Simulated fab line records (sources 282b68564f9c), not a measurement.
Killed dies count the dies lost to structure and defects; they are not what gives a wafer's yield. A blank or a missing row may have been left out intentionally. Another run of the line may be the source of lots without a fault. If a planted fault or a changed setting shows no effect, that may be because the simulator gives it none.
Which of the tools did it? -- flow rit_cmos -- 42 wafers from 14 lots sampled at 4 of the route's 202 steps

== WHAT THE GAUGES READ, wafer by wafer ==
RIT_SDANNEAL_RS_MEAS_04: the measuring method here is four-point-probe.
lot,measured,on,PSD_RS (ohm/sq)
L454,day 3 11:58,film_metro-01,115.96 115.95 115.92
L457,day 3 23:20,film_metro-03,116.16 116.07 115.91
L458,day 4 04:43,film_metro-01,116.21 115.91 115.76
L461,day 4 18:28,film_metro-01,115.78 115.96 115.84
L462,day 5 00:07,film_metro-03,115.68 115.81 115.84
L463,day 5 03:58,film_metro-03,116.12 116.20 116.11
L465,day 5 13:52,film_metro-01,116.09 115.83 116.12
L466,day 5 18:38,film_metro-03,115.64 115.75 115.62
L467,day 5 22:59,film_metro-03,116.08 116.07 116.13
L468,day 6 02:52,film_metro-01,94.08 93.73 94.09
L469,day 6 10:41,film_metro-02,116.12 116.43 116.24
L470,day 6 12:32,film_metro-02,94.42 94.27 94.17
L475,day 7 15:35,film_metro-01,116.22 116.03 116.14
L477,day 8 04:21,film_metro-03,116.21 116.11 116.03

RIT_SDANNEAL_RS_MEAS_05: the measuring method here is four-point-probe.
lot,measured,on,NSD_RS (ohm/sq)
L454,day 3 12:05,film_metro-01,84.05 84.34 84.64
L457,day 3 23:28,film_metro-03,84.36 84.51 84.24
L458,day 4 04:50,film_metro-01,84.35 84.31 84.30
L461,day 4 18:35,film_metro-01,84.45 84.36 84.62
L462,day 5 00:14,film_metro-03,84.72 84.55 84.85
L463,day 5 04:05,film_metro-03,84.57 84.15 84.14
L465,day 5 13:59,film_metro-01,84.80 84.64 84.92
L466,day 5 18:46,film_metro-03,84.42 84.55 84.32
L467,day 5 23:06,film_metro-03,84.25 84.49 84.53
L468,day 6 02:59,film_metro-01,83.44 83.54 84.02
L469,day 6 10:49,film_metro-02,84.66 84.74 84.52
L470,day 6 12:40,film_metro-02,83.24 83.20 83.39
L475,day 7 15:42,film_metro-01,84.08 84.06 84.26
L477,day 8 04:28,film_metro-03,83.81 83.93 84.12

RIT_SDANNEAL_RS_MEAS_06: the measuring method here is four-point-probe.
lot,measured,on,PLDD_RS (ohm/sq)
L454,day 3 12:13,film_metro-01,179.2 178.5 178.5
L457,day 3 23:35,film_metro-03,178.8 179.0 178.3
L458,day 4 04:57,film_metro-01,178.2 178.0 178.2
L461,day 4 18:42,film_metro-01,179.0 178.7 178.5
L462,day 5 00:22,film_metro-03,179.2 178.4 178.8
L463,day 5 04:12,film_metro-03,177.8 178.0 178.3
L465,day 5 14:06,film_metro-01,179.3 179.1 179.5
L466,day 5 18:53,film_metro-03,178.1 177.8 178.2
L467,day 5 23:13,film_metro-03,179.3 178.9 178.9
L468,day 6 03:06,film_metro-01,159.1 158.7 158.8
L469,day 6 10:56,film_metro-02,179.1 178.5 178.8
L470,day 6 12:47,film_metro-02,160.3 160.2 160.3
L475,day 7 15:49,film_metro-01,178.5 178.8 177.8
L477,day 8 04:35,film_metro-03,179.0 178.6 178.8

== WHAT TOOL EACH LOT RAN ON (gives the tool, then ch and the chambers of the sampled wafers, and finally the start) ==
lot,RIT_SDANNEAL_RTA_03
L454,"rtp_anneal-02 ch 0, day 3 11:54"
L457,"rtp_anneal-01 ch 0, day 3 23:16"
L458,"rtp_anneal-02 ch 0, day 4 04:39"
L461,"rtp_anneal-01 ch 0, day 4 18:24"
L462,"rtp_anneal-02 ch 0, day 5 00:04"
L463,"rtp_anneal-01 ch 0, day 5 03:54"
L465,"rtp_anneal-01 ch 0, day 5 13:48"
L466,"rtp_anneal-02 ch 0, day 5 18:34"
L467,"rtp_anneal-01 ch 0, day 5 22:55"
L468,"rtp_anneal-02 ch 0, day 6 02:48"
L469,"rtp_anneal-01 ch 0, day 6 10:38"
L470,"rtp_anneal-02 ch 0, day 6 12:28"
L475,"rtp_anneal-01 ch 0, day 7 15:28"
L477,"rtp_anneal-01 ch 0, day 8 04:18"
- RIT_SDANNEAL_RTA_03: time 5 s.

== WHAT THE TOOLS THEMSELVES READ (means of the sampled wafers that have a number; where no wafer has one, the mark that the record gives instead) ==
RIT_SDANNEAL_RTA_03.
lot,tool,ramp_down_c_per_s,wafer_temp_C_max
L454,rtp_anneal-02,170.95,1053.4
L457,rtp_anneal-01,171.00,1053.1
L458,rtp_anneal-02,171.03,1053.7
L461,rtp_anneal-01,171.01,1053.1
L462,rtp_anneal-02,171.00,1053.2
L463,rtp_anneal-01,170.98,1052.6
L465,rtp_anneal-01,171.00,1052.3
L466,rtp_anneal-02,171.00,1054.6
L467,rtp_anneal-01,171.01,1053.8
L468,rtp_anneal-02,171.00,1087.8
L469,rtp_anneal-01,170.99,1052.7
L470,rtp_anneal-02,170.97,1086.9
L475,rtp_anneal-01,171.00,1053.4
L477,rtp_anneal-01,171.03,1052.4

== THE ANSWER, worked out from the rows above alone ==
Rule: the lots themselves supply what counts as usual. The widest of any qualifying gaps counts: lots, ordered by their means at a reading, are off when they make up no more than a third of the lots, leave a main group of 4 or more, and stand apart from it by 3 or more times the standard deviation of that group's means. The tables above print the reading to a certain number of digits; a main group whose means all agree to those digits is not used. A lot without any number at a reading at which 4 lots or more have one is off too. Where the step has rows for the other lots, those lots are counted as sound. First the gauges in route order, then the tools' own readings, where a lot's mean is used as printed above. The first step at which some lot is off is used, and at that step the reading that is off furthest; a lot without a number counts as furthest.
Off: L468, L470, seen at RIT_SDANNEAL_RS_MEAS_04 (PSD_RS). Main group: mean 116.00 ohm/sq, sd 0.16.
A tool fits if, at a process step before that reading, it ran every lot that is off, and no sound lot after the first of them. The gauges at RIT_SDANNEAL_RS_MEAS_04 aren't tried: what is off there is off at RIT_SDANNEAL_RTA_03 too, on other tools, and a gauge's error can't cause that. One candidate fits, namely rtp_anneal-02 at RIT_SDANNEAL_RTA_03. Its last sound lot is L466 (day 5 18:34), its first lot that is off L468 (day 6 02:48): a fault that began between those two fits.
On the lots that are off, the tool's own readings at RIT_SDANNEAL_RTA_03 differ by more than 5 times the standard deviation of the sound lots' means, which bears it out; wafer_temp_C_max reads 1087.3 there versus 1053.2 on the sound lots.

== WHAT THE SIMULATOR HAD INSERTED ==
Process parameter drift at RIT_SDANNEAL_RTA_03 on rtp_anneal-02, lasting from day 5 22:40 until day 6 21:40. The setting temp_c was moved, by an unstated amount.
Lots struck among those shown: L468, L470. The rule above reached the same finding.
